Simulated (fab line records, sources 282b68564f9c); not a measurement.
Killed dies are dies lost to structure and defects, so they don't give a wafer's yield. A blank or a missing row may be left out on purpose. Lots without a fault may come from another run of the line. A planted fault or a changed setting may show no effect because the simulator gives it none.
Which tool did it? | flow rit_cmos | 15 lots, 45 wafers sampled, at 2 steps of a route of 202

WHAT THE GAUGES READ, wafer by wafer
The record holds no reading of a measuring or inspecting step that can be judged against a usual standard deviation.

WHICH TOOL RAN EACH LOT (tool, then ch and the chambers of the sampled wafers, then the start)
lot  | RIT_SILICIDE_WET_ETCH_05       | RIT_M1_PROBE_99
L248 | wet_bench-03 ch 3, day 3 06:07 | -
L249 | wet_bench-04 ch 3, day 3 09:02 | -
L250 | wet_bench-04 ch 1, day 3 13:48 | -
L256 | wet_bench-04 ch 0, day 4 20:49 | prober-02, day 5 03:30
L257 | wet_bench-04 ch 3, day 5 04:36 | prober-01, day 5 11:03
L258 | wet_bench-04 ch 1, day 5 09:35 | prober-02, day 5 16:17
L262 | wet_bench-04 ch 0, day 6 03:12 | -
L263 | wet_bench-03 ch 1, day 6 05:52 | -
L264 | wet_bench-01 ch 1, day 6 11:09 | -
L265 | wet_bench-04 ch 3, day 6 16:46 | -
L266 | wet_bench-01 ch 3, day 6 22:58 | -
L268 | wet_bench-04 ch 1, day 7 12:13 | -
L269 | wet_bench-04 ch 1, day 7 13:46 | -
L270 | wet_bench-04 ch 1, day 7 18:56 | -
L271 | wet_bench-03 ch 0, day 8 03:23 | -
- RIT_SILICIDE_WET_ETCH_05: etches Ti in SPM, time 120 s.
- RIT_M1_PROBE_99

WHAT THE TOOLS THEMSELVES READ (means of the sampled wafers that have a number; where no wafer has one, the mark that the record gives instead)
RIT_SILICIDE_WET_ETCH_05.
lot  | tool         | bath_guard_temp_C (C) | bath_heat_duty_pct (%) | temp_c (C)
L248 | wet_bench-03 | 90.0                  | 13.5                   | 89.90
L249 | wet_bench-04 | 90.1                  | 12.1                   | 90.05
L250 | wet_bench-04 | 90.2                  | 16.8                   | 89.95
L256 | wet_bench-04 | -                     | -                      | -
L257 | wet_bench-04 | -                     | -                      | -
L258 | wet_bench-04 | -                     | -                      | -
L262 | wet_bench-04 | 90.2                  | 13.6                   | 90.05
L263 | wet_bench-03 | 89.8                  | 17.9                   | 90.01
L264 | wet_bench-01 | 90.6                  | 12.9                   | 89.81
L265 | wet_bench-04 | 90.0                  | 11.5                   | 89.90
L266 | wet_bench-01 | 89.5                  | 15.6                   | 90.00
L268 | wet_bench-04 | 90.4                  | 16.4                   | 89.85
L269 | wet_bench-04 | 90.4                  | 16.2                   | 90.00
L270 | wet_bench-04 | 90.4                  | 16.8                   | 89.96
L271 | wet_bench-03 | 89.6                  | 13.4                   | 90.20

RIT_M1_PROBE_99.
lot  | tool      | killed_at_contacts | killed_at_front_end | killed_dies | killed_on_rim | killed_open | killed_short
L256 | prober-02 | 0.0                | 264.0               | 264.0       | 70.0          | 3.3         | 3.0
L257 | prober-01 | 0.0                | 264.0               | 264.0       | 70.0          | 3.7         | 2.7
L258 | prober-02 | 0.0                | 264.0               | 264.0       | 70.0          | 4.0         | 1.3

THE ANSWER, worked out from the rows above alone
Rule: what is usual is taken from the lots themselves. Put in order of their means at a reading, lots are off if they are a third of the lots or fewer, leave a main group of 4 or more, and stand apart from it by a gap of 3 or more times the standard deviation of the main group's means; of several such gaps the widest counts. A main group whose means are all the same, to the digits that the tables above print for the reading, isn't used. A lot without any number at a reading at which 4 lots or more have one is off too. The other lots that the step has rows for count as sound. The gauges are gone through in route order, then the tools' own readings, and for those a lot's mean is taken as printed above. The first step at which some lot is off is used, and at that step the reading that is off furthest; a lot without a number counts as furthest.
Off: L256, L257, L258, at RIT_SILICIDE_WET_ETCH_05 (bath_guard_temp_C). Without a number there: L256, L257, L258. The main group: mean 90.1 C, standard deviation 0.32.
A tool fits if, at that step or a process step before it, it ran every lot that is off, and no sound lot after the first of them. None of those tried fits.

WHAT THE SIMULATOR HAD PUT IN
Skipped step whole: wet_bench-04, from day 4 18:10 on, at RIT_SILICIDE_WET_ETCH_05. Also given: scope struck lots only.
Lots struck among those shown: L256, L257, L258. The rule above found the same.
